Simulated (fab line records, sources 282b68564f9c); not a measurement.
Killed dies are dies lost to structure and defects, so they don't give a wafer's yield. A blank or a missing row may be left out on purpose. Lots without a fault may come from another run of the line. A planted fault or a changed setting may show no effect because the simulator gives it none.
fab line records | flow rit_cmos
record lots=6 wafers=18 last_day=7
route steps=202 shown NRETRO@60 PRETRO@64 M1@202
lots that met no fault: from a run of the same line without faults
start_h: hours from the record's first day to the start of the lot's first wafer shown | wait_h: hours since the lot's step before | " the same as in the row above | L1.1+2: a row that stands for several wafers | - no value, or no start given | * or withheld: withheld | < > ~ a bound
route shown NAME@n: a module of which the file shows steps, and the number in the route of the first | usual: mean/standard deviation of fault-free wafers | same: alike in all rows | chamber/n: place in a boat | sites: the reading at each site | _std_site: their standard deviation | _edge_site: outer sites' mean less inner sites' | radius_mm: how far each site lies from the wafer's centre | mask NAME#n: copy n | behind: the tool/chamber that last shaped the wafer | hold: why the lot was held/for how many hours/how that ended | device: the transistor (n, p or np) that didn't switch | end of line: the same wafers' tests at the end of the route | a step without rows: its recipe alone | killed: dies lost to structure and defects at the first sort, not the wafer's yield | map: a wafer's dies, x killed, . not, _ none there
set.NAME: the setting as run; set.NAME@STEP: as run at that earlier step | model.NAME: the simulator's own value behind a step, which no gauge read
lots at some steps of the route; a table a step, a row a wafer
services: from which hour (start_h, from the record's first day; less than 0 if before it) a tool's chamber was out of use, for how many hours, and why
## steps
# step RIT_NRETRO_HARDBAKE_07
# recipe resist=NOVOLAK temp_c=140 time_s=120
# step RIT_NRETRO_IMPLANT_08
# recipe species=P energy_kev=70 dose_cm2=9.845e+12 tilt_deg=7
# step RIT_NRETRO_STRIP_09
# recipe chemistry=O2 time_s=180 resist=NOVOLAK platen_temp_c=withheld power_w=500 pressure_mtorr=4000 o2_flow_sccm=4000
# usual drypump_motor_current_A=5.93/0.24
# same time_s=180
# columns lot.wafer tool chamber start_h wait_h drypump_motor_current_A rf_hours_counter_h
L776.3 plasma_asher-02 0 34.67 0.1 5.82 -
L776.4 " 1 " " 5.82 -
L776.6 " 1 " " 5.83 -
L784.1 plasma_asher-03 1 74.28 0.1 6.03 42
L784.3 " 0 " " 5.59 -
L784.5 " 0 " " 5.60 -
L790.1 plasma_asher-02 0 107.02 0.1 5.91 46
L790.4 " 1 " " 5.81 -
L790.6 " 1 " " 5.82 -
L791.1 plasma_asher-02 0 110.20 0.1 5.85 47
L791.2 " 1 " " 5.83 47
L791.5 " 1 " " 5.84 -
L797.3 plasma_asher-02 0 140.89 0.1 5.85 -
L797.4 " 1 " " 5.82 -
L797.5 " 1 " " 5.83 -
L798.2 plasma_asher-03 0 147.48 0.1 5.58 50
L798.5 " 0 " " 5.57 -
L798.6 " 1 " " 6.05 -
# step RIT_NRETRO_TW_MEAS_10
# usual NRETRO_TW=1041/5.3
# columns lot.wafer tool chamber start_h wait_h NRETRO_TW
L776.3 film_metro-01 - 34.80 0.1 1038
L776.4 " - " " 1041
L776.6 " - " " 1037
L784.1 film_metro-02 - 74.46 0.1 1037
L784.3 " - " " 1037
L784.5 " - " " 1036
L790.1 film_metro-03 - 107.19 0.1 1036
L790.4 " - " " 1038
L790.6 " - " " 1036
L791.1 film_metro-03 - 110.37 0.1 1035
L791.2 " - " " 1032
L791.5 " - " " 1033
L797.3 film_metro-03 - 141.02 0.1 1038
L797.4 " - " " 1035
L797.5 " - " " 1037
L798.2 film_metro-02 - 147.67 0.1 1041
L798.5 " - " " 1041
L798.6 " - " " 1045
# step RIT_PRETRO_HMDS_00
# recipe prime_time_s=60 prime_temp_c=140
# step RIT_PRETRO_COAT_01
# recipe resist=NOVOLAK spin_rpm=2000 resist_thk_nm=1300
# step RIT_PRETRO_SOFTBAKE_02
# recipe resist=NOVOLAK temp_c=90 time_s=60
# step RIT_PRETRO_EXPOSE_03
# recipe mask_id=M5 na=0.57 target_cd_nm=43700 dose_mj=250
# step RIT_PRETRO_PEB_04
# recipe resist=NOVOLAK temp_c=withheld time_s=withheld
# step RIT_PRETRO_DEVELOP_05
# recipe resist=NOVOLAK develop_time_s=65.46 dev_temp_c=23
# step RIT_PRETRO_OVL_MEAS_06
# usual PRETRO_OVL=-1.8/1.4
# columns lot.wafer tool chamber start_h wait_h PRETRO_OVL[nm]
L776.3 overlay-02 - 35.94 - 0.4
L776.4 " - " " 1.4
L776.6 " - " " 1.4
L784.1 overlay-01 - 75.52 - 1.2
L784.3 " - " " 2.4
L784.5 " - " " -0.6
L790.1 overlay-02 - 108.13 - -3.2
L790.4 " - " " -2.3
L790.6 " - " " -0.8
L791.1 overlay-01 - 111.44 - -1.9
L791.2 " - " " -2.5
L791.5 " - " " -1.6
L797.3 overlay-02 - 142.00 - -1.7
L797.4 " - " " -2.8
L797.5 " - " " -3.6
L798.2 overlay-02 - 149.02 - -1.5
L798.5 " - " " -3.9
L798.6 " - " " -5.3
# step RIT_PRETRO_HARDBAKE_07
# recipe resist=NOVOLAK temp_c=140 time_s=120
# step RIT_PRETRO_IMPLANT_08
# recipe species=B energy_kev=45 dose_cm2=1.2e+13 tilt_deg=7
# usual dose_ions_cm2=1.1998e+13/1.4e+10 end_station_pressure_torr=5.04e-06/2.8e-07 faraday_current_uA=38.1/0.75
# columns lot.wafer tool chamber start_h wait_h dose_ions_cm2 end_station_pressure_torr faraday_current_uA
L776.3 implanter-02 0 36.27 0.2 1.1983e+13 5.49e-06 39.3
L776.4 " 0 " " 1.1972e+13 4.85e-06 37.4
L776.6 " 0 " " 1.1986e+13 5.61e-06 37.7
L784.1 implanter-01 0 75.81 0.2 1.2003e+13 5.09e-06 37.7
L784.3 " 0 " " 1.1989e+13 4.51e-06 38.4
L784.5 " 0 " " 1.2001e+13 4.83e-06 36.9
L790.1 implanter-01 0 108.42 0.2 8.697e+12 5.01e-06 28.0
L790.4 " 0 " " 8.66e+12 5.2e-06 27.5
L790.6 " 0 " " 8.701e+12 5.3e-06 27.3
L791.1 implanter-01 0 111.72 0.2 8.711e+12 5.04e-06 27.1
L791.2 " 0 " " 8.688e+12 5.15e-06 27.8
L791.5 " 0 " " 8.661e+12 5.35e-06 27.4
L797.3 implanter-03 0 142.32 0.2 1.2008e+13 5.14e-06 37.4
L797.4 " 0 " " 1.2013e+13 5.02e-06 38.5
L797.5 " 0 " " 1.2003e+13 5.13e-06 37.0
L798.2 implanter-03 0 149.33 0.2 1.2009e+13 5.01e-06 37.5
L798.5 " 0 " " 1.2014e+13 4.56e-06 37.6
L798.6 " 0 " " 1.199e+13 4.39e-06 37.2
# step RIT_PRETRO_STRIP_09
# recipe chemistry=O2 time_s=180 resist=NOVOLAK platen_temp_c=withheld power_w=500 pressure_mtorr=4000 o2_flow_sccm=4000
# usual drypump_motor_current_A=5.88/0.21
# same time_s=180
# columns lot.wafer tool chamber start_h wait_h drypump_motor_current_A rf_hours_counter_h
L776.3 plasma_asher-01 1 36.43 0.1 5.73 -
L776.4 " 0 " " 6.30 -
L776.6 " 0 " " 6.30 -
L784.1 plasma_asher-03 1 75.96 0.1 6.08 42
L784.3 " 1 " " 6.07 -
L784.5 " 0 " " 5.60 -
L790.1 plasma_asher-02 1 108.57 0.1 5.83 46
L790.4 " 1 " " 5.82 -
L790.6 " 0 " " 5.84 -
L791.1 plasma_asher-02 1 111.87 0.1 5.83 47
L791.2 " 0 " " 5.84 47
L791.5 " 0 " " 5.85 -
L797.3 plasma_asher-03 0 142.48 0.1 5.60 -
L797.4 " 1 " " 6.04 -
L797.5 " 0 " " 5.61 -
L798.2 plasma_asher-03 0 149.45 0.1 5.61 50
L798.5 " 1 " " 6.02 -
L798.6 " 0 " " 5.59 -
# step RIT_PRETRO_TW_MEAS_10
# usual PRETRO_TW=473.6/2.9
# columns lot.wafer tool chamber start_h wait_h hold PRETRO_TW
L776.3 film_metro-02 - 36.56 0.1 - 475.0
L776.4 " - " " - 476.8
L776.6 " - " " - 476.3
L784.1 film_metro-02 - 76.13 0.1 - 471.1
L784.3 " - " " - 473.0
L784.5 " - " " - 470.7
L790.1 film_metro-04 - 108.74 0.1 await_dispo/0.2h/release 431.0
L790.4 " - " " await_dispo/0.2h/release 431.9
L790.6 " - " " await_dispo/0.2h/release 430.7
L790.1 film_metro-04 - 108.97 0.2 - 431.3
L790.4 " - " " - 427.8
L790.6 " - " " - 429.0
L791.1 film_metro-04 - 112.05 0.1 await_dispo/0.2h/release 428.8
L791.2 " - " " await_dispo/0.2h/release 430.6
L791.5 " - " " await_dispo/0.2h/release 427.4
L791.1 film_metro-04 - 112.34 0.3 - 430.2
L791.2 " - " " - 427.6
L791.5 " - " " - 427.1
L797.3 film_metro-04 - 142.62 0.1 - 474.6
L797.4 " - " " - 471.9
L797.5 " - " " - 475.1
L798.2 film_metro-02 - 149.64 0.1 - 476.3
L798.5 " - " " - 476.0
L798.6 " - " " - 477.6
# step RIT_M1_PROBE_99
# usual killed_at_contacts=0.1/0.31 killed_at_front_end=7/3.3 killed_dies=7/3.3 killed_open=3.4/2.2 killed_short=3.5/2
# same gross_dies=264 killed_at_M0_to_M3=0 killed_at_M4_up=0 killed_at_back_side=0 killed_at_other=0
# columns lot.wafer tool chamber start_h wait_h killed_at_contacts killed_at_front_end killed_dies killed_open killed_short
L776.3 prober-01 - 62.74 0.2 0 6 6 3 3
L776.4 prober-01 - 62.79 0.2 0 6 6 3 3
L776.6 prober-01 - 62.89 0.2 0 14 14 11 3
L784.1 prober-02 - 106.56 0.1 0 5 5 2 3
L784.3 prober-02 - 106.66 0.2 0 17 17 10 7
L784.5 prober-02 - 106.76 0.2 0 7 7 3 4
L790.1 prober-02 - 142.51 0.1 0 11 11 4 7
L790.4 prober-02 - 142.66 0.2 0 11 11 6 5
L790.6 prober-02 - 142.76 0.2 0 4 4 3 1
# killed by level:class
L776.3 SILICIDE:geometric_particle:open=2 REOX:geometric_particle:short=1 SPACER:geometric_particle:open=1 SPACER:geometric_particle:short=1 SILICIDE:geometric_particle:short=1
L776.4 FOX1:geometric_particle:open=1 FOX1:geometric_particle:short=1 FOX2:geometric_particle:short=1 FOX2:geometric_particle:open=1 GATE:geometric_particle:open=1 SPACER:geometric_particle:short=1
L776.6 GATE:geometric_particle:open=6 FOX1:geometric_particle:open=3 FOX2:geometric_particle:short=1 GATE:geometric_particle:short=1 REOX:geometric_particle:open=1 SILICIDE:geometric_particle:short=1 SILICIDE:geometric_particle:open=1
L784.1 REOX:geometric_particle:open=2 GATE:geometric_particle:short=2 FOX2:geometric_particle:short=1
L784.3 REOX:geometric_particle:open=4 GATE:geometric_particle:open=3 GATE:geometric_particle:short=3 FOX1:geometric_particle:open=2 FOX2:geometric_particle:short=2 FOX1:geometric_particle:short=1 FOX2:geometric_particle:open=1 REOX:geometric_particle:short=1
L784.5 GATE:geometric_particle:short=2 GATE:geometric_particle:open=2 FOX1:geometric_particle:short=1 FOX2:geometric_particle:open=1 REOX:geometric_particle:short=1
L790.1 GATE:geometric_particle:open=3 FOX1:geometric_particle:short=2 REOX:geometric_particle:short=2 FOX1:geometric_particle:open=1 GATE:geometric_particle:short=1 SPACER:geometric_particle:short=1 SILICIDE:geometric_particle:short=1
L790.4 FOX1:geometric_particle:open=4 FOX1:geometric_particle:short=2 GATE:geometric_particle:short=1 REOX:geometric_particle:open=1 REOX:geometric_particle:short=1 SPACER:geometric_particle:open=1 SPACER:geometric_particle:short=1
L790.6 FOX1:geometric_particle:open=1 FOX1:geometric_particle:short=1 REOX:geometric_particle:open=1 SPACER:geometric_particle:open=1
## services
# columns tool chamber start_h hours kind
plasma_asher-02 - 14.94 0.9 repair
plasma_asher-03 - 37.01 14.6 pm
implanter-01 - 38.72 2.7 pm
plasma_asher-01 - 46.03 5.1 repair
plasma_asher-02 - 51.44 2.8 pm
implanter-02 - 84.93 35.3 pm
plasma_asher-01 - 105.73 12.0 repair
plasma_asher-01 - 117.71 9.0 pm
plasma_asher-01 0 117.71 9.0 vent_cycle
plasma_asher-01 1 117.71 9.0 vent_cycle
plasma_asher-01 0 126.71 - clean
plasma_asher-01 1 126.71 - clean
## key
first_sign step=RIT_PRETRO_IMPLANT_08 reading=dose_ions_cm2 direction=down sigmas=99+ usual=1.1998e+13 struck=8.686e+12
effect step=RIT_PRETRO_IMPLANT_08 reading=faraday_current_uA direction=down sigmas=14 usual=38.1 struck=27.5
effect step=RIT_PRETRO_TW_MEAS_10 reading=visit direction=added
effect step=RIT_PRETRO_TW_MEAS_10 reading=PRETRO_TW direction=down sigmas=15 usual=473.6 struck=430.1
met_at RIT_PRETRO_IMPLANT_08
struck_wafers L790.1,L790.4,L790.6,L791.1,L791.2,L791.5
rows_end L791.1,L791.2,L791.5
tester_left_out L790
onset_between 75.81 108.42
fault kind=process_parameter_drift tool=implanter-01 chamber=- onset_h=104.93 steps=RIT_PRETRO_IMPLANT_08 channel=dose_cm2 offset=-3.3145e+12 shape=step end_h=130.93 acts_in=these_recipes_only stated=1.2e+13
# tester_left_out: of these lots the tester's yield and bins aren't shown, on N5 and GAA mostly nor the transistor test; their killed dies are dies lost to structure and defects alone, not to doping, threshold or leakage, so they don't give the yield
# rows_end: these wafers met a further fault down the route, and their rows from its step on are left out
